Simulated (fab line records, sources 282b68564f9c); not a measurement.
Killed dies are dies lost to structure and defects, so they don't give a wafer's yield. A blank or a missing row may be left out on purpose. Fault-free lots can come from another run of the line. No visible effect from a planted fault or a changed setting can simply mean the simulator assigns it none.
Which tool was responsible? / flow rit cmos / 14 lots with 42 wafers sampled at 2 steps, on a route of 202 steps

WHAT THE GAUGES SHOWED, per wafer
The record holds no reading of a measuring or inspecting step that can be judged against a usual standard deviation.

TOOL THAT RAN EACH LOT (tool first, then ch and the chambers of the sampled wafers, then the start)
lot=L622; RIT_M1_STRIP_14=plasma asher-01 ch 0,1, day 3 17:59; RIT_M1_PROBE_99=prober-01, day 3 19:53
lot=L623; RIT_M1_STRIP_14=plasma asher-03 ch 0,1, day 4 00:08; RIT_M1_PROBE_99=prober-01, day 4 02:02
lot=L625; RIT_M1_STRIP_14=plasma asher-03 ch 0,1, day 4 05:35; RIT_M1_PROBE_99=prober-01, day 4 07:36
lot=L626; RIT_M1_STRIP_14=plasma asher-01 ch 0,1, day 4 07:21; RIT_M1_PROBE_99=prober-02, day 4 09:16
lot=L627; RIT_M1_STRIP_14=plasma asher-01 ch 0,1, day 4 09:36; RIT_M1_PROBE_99=prober-01, day 4 11:31
lot=L629; RIT_M1_STRIP_14=plasma asher-04 ch 0,1, day 5 00:02; RIT_M1_PROBE_99=prober-01, day 5 02:02
lot=L631; RIT_M1_STRIP_14=plasma asher-04 ch 0,1, day 5 09:40; RIT_M1_PROBE_99=prober-01, day 5 11:35
lot=L633; RIT_M1_STRIP_14=plasma asher-01 ch 0,1, day 6 01:09; RIT_M1_PROBE_99=prober-01, day 6 03:06
lot=L635; RIT_M1_STRIP_14=plasma asher-04 ch 0,1, day 6 05:06; RIT_M1_PROBE_99=prober-01, day 6 07:04
lot=L639; RIT_M1_STRIP_14=plasma asher-03 ch 1, day 6 23:08; RIT_M1_PROBE_99=prober-01, day 7 01:05
lot=L641; RIT_M1_STRIP_14=plasma asher-03 ch 0,1, day 7 08:46; RIT_M1_PROBE_99=prober-01, day 7 10:40
lot=L643; RIT_M1_STRIP_14=plasma asher-01 ch 0,1, day 7 18:16; RIT_M1_PROBE_99=prober-01, day 7 20:13
lot=L644; RIT_M1_STRIP_14=plasma asher-01 ch 0,1, day 8 03:26; RIT_M1_PROBE_99=prober-02, day 8 05:24
lot=L645; RIT_M1_STRIP_14=plasma asher-01 ch 0,1, day 8 08:49; RIT_M1_PROBE_99=prober-01, day 8 10:43
- RIT_M1_STRIP_14: strips in O2, time 180 s.
- RIT_M1_PROBE_99

WHAT THE TOOLS THEMSELVES READ (means of the sampled wafers that have a number; where no wafer has one, the mark that the record gives instead)
RIT_M1_STRIP_14. Usual: 5.5 A for drypump motor current A, sd 0.36.
lot=L622; tool=plasma asher-01; drypump motor current A (A)=5.2; flag=
lot=L623; tool=plasma asher-03; drypump motor current A (A)=5.8; flag=
lot=L625; tool=plasma asher-03; drypump motor current A (A)=5.7; flag=
lot=L626; tool=plasma asher-01; drypump motor current A (A)=5.1; flag=
lot=L627; tool=plasma asher-01; drypump motor current A (A)=5.2; flag=
lot=L629; tool=plasma asher-04; drypump motor current A (A)=5.6; flag=
lot=L631; tool=plasma asher-04; drypump motor current A (A)=5.5; flag=
lot=L633; tool=plasma asher-01; drypump motor current A (A)=5.1; flag=
lot=L635; tool=plasma asher-04; drypump motor current A (A)=5.4; flag=
lot=L639; tool=plasma asher-03; drypump motor current A (A)=6.0; flag=
lot=L641; tool=plasma asher-03; drypump motor current A (A)=5.8; flag=
lot=L643; tool=plasma asher-01; drypump motor current A (A)=5.2; flag=
lot=L644; tool=plasma asher-01; drypump motor current A (A)=5.2; flag=
lot=L645; tool=plasma asher-01; drypump motor current A (A)=5.2; flag=

RIT_M1_PROBE_99. Usual: defect limited yield 97.2 %, standard deviation 1.3; killed_at_M0_to_M3 0.0, standard deviation 0.083; killed at contacts 0.1, standard deviation 0.27; killed at front end 7, standard deviation 3.3; killed dies 7, standard deviation 3.3; killed on rim 2.0, standard deviation 1.5; killed open 3.5, standard deviation 2; killed short 3.8, standard deviation 2.2; sort_bin_3_pad_short 0.2 %, standard deviation 0.27; sort_bin_5_function 1.6 %, standard deviation 0.86; sort_bin_6_memory 1.1 %, standard deviation 0.66; sort n pass 257, standard deviation 3.3; sort yield pct 97.2 %, standard deviation 1.3.
lot=L622; tool=prober-01; defect limited yield (%)=98.7; killed_at_M0_to_M3=0.0; killed at contacts=0.0; killed at front end=3; killed dies=3; killed on rim=0.0; killed open=1.3; killed short=2.0; sort_bin_3_pad_short (%)=0.0; sort_bin_5_function (%)=0.6; sort_bin_6_memory (%)=0.6; sort n pass=261; sort yield pct (%)=98.7; flag=
lot=L623; tool=prober-01; defect limited yield (%)=97.1; killed_at_M0_to_M3=0.0; killed at contacts=0.0; killed at front end=8; killed dies=8; killed on rim=2.0; killed open=3.3; killed short=4.0; sort_bin_3_pad_short (%)=0.1; sort_bin_5_function (%)=1.7; sort_bin_6_memory (%)=1.1; sort n pass=256; sort yield pct (%)=97.1; flag=
lot=L625; tool=prober-01; defect limited yield (%)=97.3; killed_at_M0_to_M3=0.0; killed at contacts=0.3; killed at front end=7; killed dies=7; killed on rim=1.3; killed open=3.3; killed short=3.7; sort_bin_3_pad_short (%)=0.0; sort_bin_5_function (%)=1.7; sort_bin_6_memory (%)=1.0; sort n pass=257; sort yield pct (%)=97.3; flag=
lot=L626; tool=prober-02; defect limited yield (%)=97.2; killed_at_M0_to_M3=0.0; killed at contacts=0.0; killed at front end=7; killed dies=7; killed on rim=2.0; killed open=4.7; killed short=2.3; sort_bin_3_pad_short (%)=0.0; sort_bin_5_function (%)=1.8; sort_bin_6_memory (%)=1.0; sort n pass=257; sort yield pct (%)=97.2; flag=
lot=L627; tool=prober-01; defect limited yield (%)=98.0; killed_at_M0_to_M3=0.0; killed at contacts=0.0; killed at front end=5; killed dies=5; killed on rim=1.3; killed open=2.3; killed short=3.0; sort_bin_3_pad_short (%)=0.0; sort_bin_5_function (%)=1.1; sort_bin_6_memory (%)=0.9; sort n pass=259; sort yield pct (%)=98.0; flag=
lot=L629; tool=prober-01; defect limited yield (%)=98.0; killed_at_M0_to_M3=0.0; killed at contacts=0.0; killed at front end=5; killed dies=5; killed on rim=1.3; killed open=3.0; killed short=2.3; sort_bin_3_pad_short (%)=0.1; sort_bin_5_function (%)=1.5; sort_bin_6_memory (%)=0.4; sort n pass=259; sort yield pct (%)=98.0; flag=
lot=L631; tool=prober-01; defect limited yield (%)=95.3; killed_at_M0_to_M3=5.3; killed at contacts=0.0; killed at front end=7; killed dies=12; killed on rim=4.3; killed open=3.3; killed short=3.7; sort_bin_3_pad_short (%)=1.1; sort_bin_5_function (%)=2.1; sort_bin_6_memory (%)=1.4; sort n pass=252; sort yield pct (%)=95.3; flag=OFF
lot=L633; tool=prober-01; defect limited yield (%)=96.5; killed_at_M0_to_M3=0.0; killed at contacts=0.0; killed at front end=9; killed dies=9; killed on rim=2.0; killed open=4.3; killed short=5.0; sort_bin_3_pad_short (%)=0.4; sort_bin_5_function (%)=1.9; sort_bin_6_memory (%)=1.3; sort n pass=255; sort yield pct (%)=96.5; flag=
lot=L635; tool=prober-01; defect limited yield (%)=93.4; killed_at_M0_to_M3=11.7; killed at contacts=0.0; killed at front end=6; killed dies=17; killed on rim=6.3; killed open=2.7; killed short=3.0; sort_bin_3_pad_short (%)=1.4; sort_bin_5_function (%)=3.6; sort_bin_6_memory (%)=1.5; sort n pass=247; sort yield pct (%)=93.4; flag=OFF
lot=L639; tool=prober-01; defect limited yield (%)=97.4; killed_at_M0_to_M3=0.0; killed at contacts=0.0; killed at front end=7; killed dies=7; killed on rim=1.7; killed open=4.3; killed short=2.7; sort_bin_3_pad_short (%)=0.0; sort_bin_5_function (%)=1.9; sort_bin_6_memory (%)=0.8; sort n pass=257; sort yield pct (%)=97.4; flag=
lot=L641; tool=prober-01; defect limited yield (%)=98.1; killed_at_M0_to_M3=0.0; killed at contacts=0.0; killed at front end=5; killed dies=5; killed on rim=2.0; killed open=3.3; killed short=1.7; sort_bin_3_pad_short (%)=0.0; sort_bin_5_function (%)=0.9; sort_bin_6_memory (%)=1.0; sort n pass=259; sort yield pct (%)=98.1; flag=
lot=L643; tool=prober-01; defect limited yield (%)=97.6; killed_at_M0_to_M3=0.0; killed at contacts=0.3; killed at front end=6; killed dies=6; killed on rim=0.7; killed open=3.3; killed short=3.0; sort_bin_3_pad_short (%)=0.1; sort_bin_5_function (%)=1.0; sort_bin_6_memory (%)=1.3; sort n pass=258; sort yield pct (%)=97.6; flag=
lot=L644; tool=prober-02; defect limited yield (%)=97.7; killed_at_M0_to_M3=0.0; killed at contacts=0.0; killed at front end=6; killed dies=6; killed on rim=1.7; killed open=2.0; killed short=4.0; sort_bin_3_pad_short (%)=0.3; sort_bin_5_function (%)=1.1; sort_bin_6_memory (%)=0.9; sort n pass=258; sort yield pct (%)=97.7; flag=
lot=L645; tool=prober-01; defect limited yield (%)=98.1; killed_at_M0_to_M3=0.0; killed at contacts=0.0; killed at front end=5; killed dies=5; killed on rim=2.0; killed open=3.3; killed short=1.7; sort_bin_3_pad_short (%)=0.0; sort_bin_5_function (%)=1.5; sort_bin_6_memory (%)=0.4; sort n pass=259; sort yield pct (%)=98.1; flag=

THE ANSWER, worked out from the rows above alone
Rule: a lot counts as off when the mean over its wafers that have a number is more than 3 standard deviations away from the usual mean. Also off: a lot with no number at a reading for which 4 or more lots have one. All remaining lots with rows at the step are treated as sound. First the gauges in route order, then the tools' own readings, where a lot's mean is used as printed above. At the first step where some lot is off, the reading lying furthest off is the one used; lots without a number count as furthest.
Off at RIT_M1_PROBE_99 (killed_at_M0_to_M3): L631, L635.
If a tool, at that step or one of the process steps before it, ran each lot that is off and ran no sound lot following the first of them, it fits. One fits: plasma asher-04 at RIT_M1_STRIP_14. A fault onset in the window from L629 (day 5 00:02, its last sound lot) to L631 (day 5 09:40, its first lot off) fits.

WHAT THE SIMULATOR HAD PUT IN
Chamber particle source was plasma asher-04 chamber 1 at RIT_M1_STRIP_14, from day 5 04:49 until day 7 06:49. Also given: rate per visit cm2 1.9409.
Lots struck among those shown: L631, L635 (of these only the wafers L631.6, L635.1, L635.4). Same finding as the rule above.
